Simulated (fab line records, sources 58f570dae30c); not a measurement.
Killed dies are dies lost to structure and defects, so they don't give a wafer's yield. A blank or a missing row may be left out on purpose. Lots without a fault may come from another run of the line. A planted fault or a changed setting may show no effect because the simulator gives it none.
Problem report in the 8D (eight disciplines) form, filled by code | flow berkeley_cmos170 | the parts of the form that need people (team, actions taken, sign-off) are left out

1. THE PROBLEM
M2_AL_RS at UCB170_M2_RS_MEAS_02 reads a mean of 0.0639 ohm/sq on 2 wafers of 2 lots; wafers without a fault read 0.0322 ohm/sq with a standard deviation of 0.00039. That is +81 standard deviations from the usual mean.
The step: measures by four-point-probe.
First seen on wafer L210.5, day 11 09:22, on film_metro-03. The record holds 41 wafers of 14 lots with a number at this step. Rule for "out", or "out of limits": more than 4 standard deviations from the usual mean. The other wafers with a number count as sound.

2. WHAT IT IS AND WHAT IT IS NOT
question                    | is                           | is not
which readings at this step | M2_AL_RS                     | -
which lots                  | L210, L211                   | L193, L194, L195, L197, L200, L202, L203, L204, L205, L207, L208, L216
which wafers of those lots  | L210.5, L211.4               | L210.2, L210.6, L211.6
read on which gauges        | film_metro-01, film_metro-03 | film_metro-04
when                        | from day 11 09:22            | up to then (35 sound wafers); but 4 sound wafers of L211, L216 came after

3. SUSPECTS, AND WHAT RULES EACH OUT
Counting: a tool at a process step up to the reading stays a suspect if it ran every lot that is out. Sound lots after the first of them don't rule it out here, since some wafers of a struck lot are sound.
- the gauge at UCB170_M2_RS_MEAS_02: ruled out. The wafers that are out were read on 2 gauges (film_metro-01, film_metro-03).
- plasma_asher-02 at UCB170_NSD_STRIP_09 (strips in O2): kept. It ran every lot that is out, first L210 (day 10 10:40).
- pvd_sputter-01 at UCB170_M2_SPUTTER_01 (material Al, target thk 900 nm, time 120 s): kept. It ran every lot that is out, first L210 (day 11 09:16); its last sound lot up to then is L205 (day 9 18:28).
Left after counting: plasma_asher-02 at UCB170_NSD_STRIP_09, pvd_sputter-01 at UCB170_M2_SPUTTER_01.

4. THE CAUSE (what the simulator had put in)
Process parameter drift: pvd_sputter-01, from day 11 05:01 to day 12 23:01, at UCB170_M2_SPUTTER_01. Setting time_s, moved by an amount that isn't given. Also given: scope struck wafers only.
Counting left 2 suspects, and this tool is among them.

5. THE CHAIN OF EFFECTS, in route order
Each row: a reading whose mean over the struck wafers that have a number lies more than 3 standard deviations from the usual. Only readings for which the record gives a usual standard deviation are gone through. hours: the time from each lot's start at the first step in this table that gives one to its start at this step, as a median over the lots. sigmas: the change in usual standard deviations.
hours | step                    | reading        | usual         | on struck wafers | change  | sigmas
0     | UCB170_M2_RS_MEAS_02    | M2_AL_RS       | 0.0322 ohm/sq | 0.0639           | +0.0317 | +81
3     | UCB170_M2_THK_MEAS_03   | M2_AL_THK      | 896 nm        | 456              | -440    | -34
9     | UCB170_M2_METAL_ETCH_18 | oes_product_au | 0.857 a.u.    | 0.634            | -0.223  | -15
The process steps in it:
- UCB170_M2_METAL_ETCH_18: etches Al in Cl2/BCl3, stops on SiO2, target depth 1170 nm, time 195 s.

6. WHAT WOULD HAVE CAUGHT IT SOONER
In this record the first reading out of limits at a measuring or inspecting step was taken at day 11 09:22, 4 hours after the fault began at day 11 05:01.
Of the tool readings at UCB170_M2_SPUTTER_01 for which the record gives a usual standard deviation, none was out on any struck wafer, so an alarm limit of 4 standard deviations on them would not have fired.
Of the lots that are out (2), L211 began UCB170_M2_SPUTTER_01 on pvd_sputter-01 after day 11 09:22. A hold on the tool at that time would have spared it.
